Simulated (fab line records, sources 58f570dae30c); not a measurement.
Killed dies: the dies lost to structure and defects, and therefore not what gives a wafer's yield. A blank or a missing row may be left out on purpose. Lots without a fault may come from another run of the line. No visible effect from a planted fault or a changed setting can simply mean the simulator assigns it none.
fab line records	flow berkeley_cmos170
[record] lots = 14	wafers = 42	last_day = 12
route steps=331 shown WELLDRIVE@56 SILICIDE@213 CONTACT@235 M1@247
lots that met no fault: from a run of the same line without faults
start_h: start of the lot's first displayed wafer, in hours after the record's first day	wait_h: hours elapsed since this lot's preceding step	" unchanged from the row above	L1.1+2: a row that stands for several wafers	- no value present, or no start provided	* or withheld: withheld	< > ~ a bound
route shown NAME@n: NAME is a module with steps in the file, n the number in the route of the first one	usual: average and standard deviation across the fault-free wafers	same: alike in all rows	chamber/n: place in a boat	sites: the reading at each site	_std_site: their standard deviation	_edge_site: outer sites' mean less inner sites'	radius_mm: for every site, how far away it sits from the centre of the wafer	mask NAME#n: copy n	behind: tool/chamber where the wafer was last shaped	hold: the reason the lot was held/the length of the hold in hours/how it ended	device: names the non-switching transistor (n, p or np)	end of line: the route-end tests of the same wafers	a step without rows: its recipe alone	killed: dies lost to structure and defects at the first sort, not the wafer's yield	map: a wafer's dies, x killed, . not, _ none there
set.NAME: the setting the step ran with; set.NAME@STEP: the setting that earlier step ran with	model.NAME: the simulator's own value behind a step, which no gauge read
route steps across a sampled set of lots; one table per step, one row per wafer
services: a tool's chamber out of use, with start hour (start_h, from the record's first day; less than 0 if before it), hours out, and reason
[[steps]]
[step UCB170_WELLDRIVE_OXIDATION_01]
[recipe] temp_c = 1100	ambient = O2	target_thk_a = 1990	ox_time_s = 9000
[usual] spike_tc_centre_C = 1102.2/1.2	spike_tc_load_C = 1130/3.1	spike_tc_source_C = 1128.9/2.1
[same] ox_time_s = 9000
lot.wafer	tool	chamber	start_h	wait_h	spike_tc_centre_C	spike_tc_load_C	spike_tc_source_C
L332.3	furnace-01	0	70.28	6.4	1102.7	1132	1130.1
L332.4	"	0	"	"	1102.0	1133	1132.4
L332.5	"	0	"	"	1103.1	1132	1128.9
L333.1	furnace-04	0	83.84	4.2	1102.9	1126	1125.9
L333.4	"	0	"	"	1102.5	1128	1125.6
L333.5	"	0	"	"	1101.0	1127	1126.7
L334.1	furnace-04	0	83.84	3.4	1103.5	1127	1126.6
L334.3	"	0	"	"	1102.8	1126	1126.9
L334.4	"	0	"	"	1105.0	1127	1128.0
L335.1	furnace-04	0	83.84	3.4	1102.1	1127	1125.7
L335.3	"	0	"	"	1103.0	1127	1127.1
L335.4	"	0	"	"	1103.4	1127	1127.0
L336.3	furnace-01	0	94.07	4.3	1101.2	1134	1130.0
L336.4	"	0	"	"	1100.5	1129	1129.7
L336.5	"	0	"	"	1102.0	1133	1131.0
L337.3	furnace-01	0	94.07	1.7	1102.0	1132	1130.7
L337.5	"	0	"	"	1101.9	1132	1130.8
L337.6	"	0	"	"	1102.0	1134	1129.1
L338.1	furnace-02	0	100.39	4.0	1103.1	1127	1126.6
L338.2	"	0	"	"	1102.6	1127	1127.9
L338.5	"	0	"	"	1103.3	1127	1128.4
L339.3	furnace-02	0	100.39	4.0	1101.9	1128	1126.7
L339.4	"	0	"	"	1102.4	1126	1128.7
L339.6	"	0	"	"	1102.5	1126	1126.9
L340.2	furnace-02	0	109.32	5.8	1100.9	1126	1127.4
L340.3	"	0	"	"	1103.3	1126	1127.1
L340.6	"	0	"	"	1100.5	1127	1127.0
L342.1	furnace-01	0	116.10	3.5	1101.5	1133	1131.2
L342.5	"	0	"	"	1101.5	1133	1130.9
L342.6	"	0	"	"	1102.2	1133	1131.6
L347.2	furnace-01	0	148.26	3.3	1086.4	1118	1113.7
L347.3	"	0	"	"	1086.1	1117	1114.7
L347.5	"	0	"	"	1084.6	1118	1113.2
L348.2	furnace-01	0	148.26	3.3	1086.6	1117	1116.3
L348.3	"	0	"	"	1085.6	1115	1113.9
L348.4	"	0	"	"	1085.9	1117	1111.6
L350.1	furnace-02	0	166.15	6.7	1104.2	1127	1126.4
L350.2	"	0	"	"	1101.1	1126	1130.8
L350.5	"	0	"	"	1102.3	1127	1127.2
L351.1	furnace-02	0	166.15	6.7	1103.2	1128	1129.5
L351.3	"	0	"	"	1102.5	1125	1128.5
L351.4	"	0	"	"	1102.5	1128	1127.1
[step UCB170_WELLDRIVE_THK_MEAS_02]
[recipe] reads = SiO2_of_WELLDRIVE_OXIDATION_01
[usual] WELLDRIVE_OXIDE_THK = 198/3.5
lot.wafer	tool	chamber	start_h	wait_h	WELLDRIVE_OXIDE_THK[nm]
L332.3	film_metro-02	-	73.80	0.0	197
L332.4	"	-	"	"	197
L332.5	"	-	"	"	197
L333.1	film_metro-01	-	87.34	0.0	202
L333.4	"	-	"	"	205
L333.5	"	-	"	"	203
L334.1	film_metro-03	-	87.34	0.0	197
L334.3	"	-	"	"	197
L334.4	"	-	"	"	198
L335.1	film_metro-02	-	87.34	0.0	195
L335.3	"	-	"	"	195
L335.4	"	-	"	"	199
L336.3	film_metro-03	-	97.59	0.0	199
L336.4	"	-	"	"	198
L336.5	"	-	"	"	195
L337.3	film_metro-01	-	97.59	0.0	200
L337.5	"	-	"	"	199
L337.6	"	-	"	"	197
L338.1	film_metro-02	-	103.89	0.0	198
L338.2	"	-	"	"	196
L338.5	"	-	"	"	195
L339.3	film_metro-01	-	103.91	0.0	193
L339.4	"	-	"	"	192
L339.6	"	-	"	"	194
L340.2	film_metro-02	-	112.83	0.0	195
L340.3	"	-	"	"	195
L340.6	"	-	"	"	194
L342.1	film_metro-01	-	119.60	0.0	197
L342.5	"	-	"	"	198
L342.6	"	-	"	"	199
L347.2	film_metro-01	-	151.77	0.0	178
L347.3	"	-	"	"	177
L347.5	"	-	"	"	179
L348.2	film_metro-02	-	151.77	0.0	181
L348.3	"	-	"	"	176
L348.4	"	-	"	"	179
L350.1	film_metro-02	-	169.65	0.0	196
L350.2	"	-	"	"	199
L350.5	"	-	"	"	198
L351.1	film_metro-03	-	169.69	0.0	201
L351.3	"	-	"	"	202
L351.4	"	-	"	"	203
[step UCB170_SILICIDE_THK_MEAS_03]
[recipe] thk_meas_gauge = xrf	reads = Ti_of_SILICIDE_SPUTTER_01
[usual] SILICIDE_TI_THK = 29.92/0.29
lot.wafer	tool	chamber	start_h	wait_h	SILICIDE_TI_THK[nm]
L332.3	film_metro-02	-	168.60	0.1	29.66
L332.4	"	-	"	"	29.61
L332.5	"	-	"	"	29.99
L335.1	film_metro-01	-	191.00	0.1	29.75
L335.3	"	-	"	"	29.91
L335.4	"	-	"	"	29.99
L333.1	film_metro-04	-	191.29	0.1	29.74
L333.4	"	-	"	"	29.69
L333.5	"	-	"	"	29.44
L334.1	film_metro-01	-	191.67	0.1	29.88
L334.3	"	-	"	"	29.88
L334.4	"	-	"	"	29.64
L336.3	film_metro-01	-	201.69	0.1	29.71
L336.4	"	-	"	"	29.53
L336.5	"	-	"	"	29.23
L338.1	film_metro-01	-	202.10	0.1	30.60
L338.2	"	-	"	"	30.37
L338.5	"	-	"	"	30.30
L337.3	film_metro-02	-	202.27	0.1	29.91
L337.5	"	-	"	"	29.87
L337.6	"	-	"	"	30.06
L339.3	film_metro-01	-	202.53	0.1	30.42
L339.4	"	-	"	"	30.44
L339.6	"	-	"	"	30.43
L340.2	film_metro-02	-	223.25	0.1	29.90
L340.3	"	-	"	"	29.75
L340.6	"	-	"	"	29.66
L342.1	film_metro-02	-	224.49	0.1	29.86
L342.5	"	-	"	"	29.86
L342.6	"	-	"	"	29.83
L347.2	film_metro-01	-	256.97	0.1	29.73
L347.3	"	-	"	"	29.92
L347.5	"	-	"	"	29.74
L348.2	film_metro-04	-	257.31	0.1	30.50
L348.3	"	-	"	"	30.56
L348.4	"	-	"	"	30.44
L350.1	film_metro-04	-	266.60	0.1	30.12
L350.2	"	-	"	"	29.93
L350.5	"	-	"	"	29.78
L351.1	film_metro-04	-	267.03	0.1	30.30
L351.3	"	-	"	"	30.07
L351.4	"	-	"	"	29.93
[step UCB170_CONTACT_STRIP_19]
[recipe] chemistry = O2	power_w = 400	pressure_mtorr = 3500	platen_temp_c = withheld	o2_flow_sccm = 400	overash_fraction = 0.5
[usual] drypump_motor_current_A = 5.6/0.7	oes_product_au = 0.725/0.0047
lot.wafer	tool	chamber	start_h	wait_h	drypump_motor_current_A	oes_product_au	rf_hours_counter_h
L332.3	plasma_asher-02	0	172.74	-	6.1	0.717	-
L332.4	"	1	"	"	6.6	0.728	-
L332.5	"	1	"	"	6.6	0.727	-
L335.1	plasma_asher-04	1	195.28	-	5.4	0.723	44
L335.3	"	0	"	"	4.9	0.729	-
L335.4	"	1	"	"	5.4	0.734	-
L333.1	plasma_asher-03	0	196.93	-	6.0	0.726	47
L333.4	"	0	"	"	6.0	0.729	-
L333.5	"	1	"	"	4.7	0.722	-
L334.1	plasma_asher-02	0	197.32	-	6.2	0.719	39
L334.3	"	1	"	"	6.6	0.722	-
L334.4	"	0	"	"	6.1	0.721	-
L336.3	plasma_asher-03	1	206.15	-	4.7	0.720	-
L336.4	"	0	"	"	6.0	0.719	-
L336.5	"	0	"	"	6.0	0.728	-
L338.1	plasma_asher-02	1	206.68	-	6.6	0.724	40
L338.2	"	0	"	"	6.1	0.725	40
L338.5	"	0	"	"	6.1	0.722	-
L337.3	plasma_asher-03	0	208.41	-	6.0	0.722	-
L337.5	"	1	"	"	4.7	0.730	-
L337.6	"	0	"	"	6.0	0.726	-
L339.3	plasma_asher-04	1	208.89	-	5.3	0.723	-
L339.4	"	0	"	"	4.9	0.730	-
L339.6	"	1	"	"	5.4	0.726	-
L340.2	plasma_asher-03	1	228.12	-	4.7	0.724	50
L340.3	"	1	"	"	4.7	0.734	-
L340.6	"	0	"	"	5.9	0.735	-
L342.1	plasma_asher-03	0	230.56	-	6.0	0.724	51
L342.5	"	1	"	"	4.7	0.719	-
L342.6	"	0	"	"	6.0	0.730	-
L347.2	plasma_asher-02	1	262.42	-	6.6	0.725	46
L347.3	"	1	"	"	6.6	0.725	-
L347.5	"	1	"	"	6.6	0.728	-
L348.2	plasma_asher-03	0	262.77	-	6.0	0.721	54
L348.3	"	1	"	"	4.6	0.732	-
L348.4	"	0	"	"	6.0	0.730	-
L350.1	plasma_asher-04	1	271.12	-	5.3	0.722	53
L350.2	"	0	"	"	4.9	0.732	53
L350.5	"	1	"	"	5.4	0.729	-
L351.1	plasma_asher-02	0	271.91	-	6.1	0.727	47
L351.3	"	0	"	"	6.1	0.728	-
L351.4	"	1	"	"	6.6	0.727	-
[step UCB170_M1_CD_MEAS_09]
[recipe] target_cd_nm = 700
[usual] cd_nm = 700.4/1.1
lot.wafer	tool	chamber	start_h	wait_h	cd_nm
L332.3	cd_sem-02	-	174.64	-	699.5
L332.4	"	-	"	"	700.0
L332.5	"	-	"	"	699.6
L335.1	cd_sem-02	-	196.88	-	701.2
L335.3	"	-	"	"	700.5
L335.4	"	-	"	"	700.9
L333.1	cd_sem-02	-	198.78	-	699.7
L333.4	"	-	"	"	702.1
L333.5	"	-	"	"	700.9
L334.1	cd_sem-02	-	199.33	-	701.8
L334.3	"	-	"	"	700.2
L334.4	"	-	"	"	701.0
L336.3	cd_sem-02	-	208.82	-	699.3
L336.4	"	-	"	"	698.6
L336.5	"	-	"	"	698.3
L338.1	cd_sem-02	-	209.20	-	701.0
L338.2	"	-	"	"	702.0
L338.5	"	-	"	"	701.7
L337.3	cd_sem-02	-	210.48	-	699.3
L337.5	"	-	"	"	700.3
L337.6	"	-	"	"	699.9
L339.3	cd_sem-02	-	210.77	-	700.1
L339.4	"	-	"	"	700.1
L339.6	"	-	"	"	701.0
L340.2	cd_sem-02	-	230.30	-	701.7
L340.3	"	-	"	"	699.4
L340.6	"	-	"	"	701.0
L342.1	cd_sem-02	-	232.89	-	701.3
L342.5	"	-	"	"	701.6
L342.6	"	-	"	"	700.6
L347.2	cd_sem-02	-	264.93	-	701.2
L347.3	"	-	"	"	701.9
L347.5	"	-	"	"	701.8
L348.2	cd_sem-02	-	265.27	-	700.9
L348.3	"	-	"	"	699.2
L348.4	"	-	"	"	700.5
L350.1	cd_sem-01	-	272.94	-	699.9
L350.2	"	-	"	"	699.1
L350.5	"	-	"	"	700.4
L351.1	cd_sem-01	-	273.94	-	699.2
L351.3	"	-	"	"	700.9
L351.4	"	-	"	"	701.8
[[services]]
tool	chamber	start_h	hours	kind
furnace-02	-	48.39	2.7	pm
plasma_asher-04	-	56.74	5.6	repair
furnace-04	-	65.14	3.8	pm
furnace-01	-	111.83	2.6	pm
plasma_asher-04	-	117.67	1.4	repair
plasma_asher-04	-	121.88	6.6	repair
plasma_asher-03	-	123.51	3.5	repair
plasma_asher-04	-	132.59	3.6	repair
plasma_asher-04	-	173.59	2.8	repair
furnace-01	-	190.34	12.8	repair
[[key]]
[first_sign] step = UCB170_WELLDRIVE_OXIDATION_01	reading = spike_tc_centre_C	direction = down	sigmas = 14	usual = 1102.2	struck = 1085.9
[effect] step = UCB170_WELLDRIVE_OXIDATION_01	reading = spike_tc_source_C	direction = down	sigmas = 7.2	usual = 1128.9	struck = 1113.9
[effect] step = UCB170_WELLDRIVE_THK_MEAS_02	reading = WELLDRIVE_OXIDE_THK	direction = down	sigmas = 5.7	usual = 198	struck = 178
met_at UCB170_WELLDRIVE_OXIDATION_01
struck_lots L347,L348
tester_left_out L347,L348
not_acting_at UCB170_SILICIDE_THK_MEAS_03,UCB170_CONTACT_STRIP_19,UCB170_M1_CD_MEAS_09
onset_between 116.10 148.26
[fault] kind = process_parameter_drift	tool = furnace-01	chamber = -	onset_h = 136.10	steps = UCB170_WELLDRIVE_OXIDATION_01	channel = temp_c	offset = *	shape = step	end_h = 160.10	acts_in = *	stated = *
// tester_left_out: of these lots the tester's yield and bins aren't shown, on N5 and GAA mostly nor the transistor test; their killed dies are dies lost to structure and defects alone, not to doping, threshold or leakage, so they don't give the yield
